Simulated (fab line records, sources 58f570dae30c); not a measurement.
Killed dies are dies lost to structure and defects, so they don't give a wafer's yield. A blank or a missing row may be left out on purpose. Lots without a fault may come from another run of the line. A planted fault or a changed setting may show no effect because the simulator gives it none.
One fault seen from 2 desks | flow berkeley_cmos170 | each desk has only its own numbers; what lay behind them comes last

THE METROLOGY DESK
What the gauges read, lot by lot, whatever tool the lot ran on: means of the sampled wafers that have a number. A lot is out of limits, marked OUT, if its mean lies more than 4 standard deviations from the usual mean; the brackets give that distance.
Columns: A = cd_nm at UCB170_M2_CD_MEAS_90, usual 700.8 nm
lot  | first seen here | A
L617 | day 8 16:59     | 702.6
L618 | day 8 18:01     | 703.5
L620 | day 9 06:24     | 699.0
L621 | day 9 18:50     | 699.3
L624 | day 9 20:09     | 702.6
L625 | day 10 08:02    | 702.4
L629 | day 10 18:41    | 699.6
L630 | day 11 07:16    | 702.6
L632 | day 11 08:30    | 701.4
L633 | day 11 12:26    | 698.2
L634 | day 11 13:16    | 701.5
L638 | day 12 13:50    | 699.6
L637 | day 12 14:01    | 701.9
L639 | day 13 06:18    | 701.9
This desk's finding: nothing out of limits on any of the 14 lots.

THE TOOL OWNER'S DESK: rie_metal-02
The tool's own readings at UCB170_M3_METAL_ETCH_18 (etches Al in Cl2/BCl3, stops on SiO2, target depth 1170 nm, time 195 s): means of the sampled wafers that have a number, for each lot that ran on this tool. A lot is out of limits, marked OUT, if its mean lies more than 4 standard deviations from the usual mean; the brackets give that distance.
Columns: A = bias_w at UCB170_M3_METAL_ETCH_18, usual 120.0 W; B = drypump_motor_current_A at UCB170_M3_METAL_ETCH_18, usual 5.8 A; C = he_backside_leak_sccm at UCB170_M3_METAL_ETCH_18, usual 3.43 sccm; D = oes_product_au at UCB170_M3_METAL_ETCH_18, usual 0.867 a.u.; E = rf_fwd_power_W at UCB170_M3_METAL_ETCH_18, usual 598.3 W; F = throttle_valve_pct at UCB170_M3_METAL_ETCH_18, usual 24.41 %
lot  | first seen here | A     | B   | C    | D     | E               | F
L617 | day 8 21:47     | 120.3 | 6.0 | 3.51 | 0.862 | 597.3           | 24.57
L624 | day 10 01:40    | 119.9 | 5.7 | 3.55 | 0.856 | 597.4           | 24.46
L629 | day 11 00:01    | 119.7 | 6.4 | 3.46 | 0.873 | 527.0 (-40) OUT | 24.69
L630 | day 11 12:34    | 120.0 | 6.0 | 3.47 | 0.869 | 525.2 (-41) OUT | 24.56
This desk's finding: out of limits on L629, L630; first on L629, day 11 00:01 (rf_fwd_power_W at UCB170_M3_METAL_ETCH_18). In limits: L617, L624.

PUT TOGETHER
The tool owner's desk could have raised an alarm at day 11 00:01, on L629, L630.
The metrology desk saw nothing out of limits.
The metrology desk has L629, L630 on record, within its limits.
Of the lots named, all ran UCB170_M3_METAL_ETCH_18 on rie_metal-02.

WHAT THE SIMULATOR HAD PUT IN
Process parameter drift: rie_metal-02, from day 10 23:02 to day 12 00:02, at UCB170_M3_METAL_ETCH_18. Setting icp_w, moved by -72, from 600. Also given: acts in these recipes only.
Lots struck among those shown: L629, L630.
Hours from the fault's start to each desk's first reading out of limits: the tool owner's desk, 1.
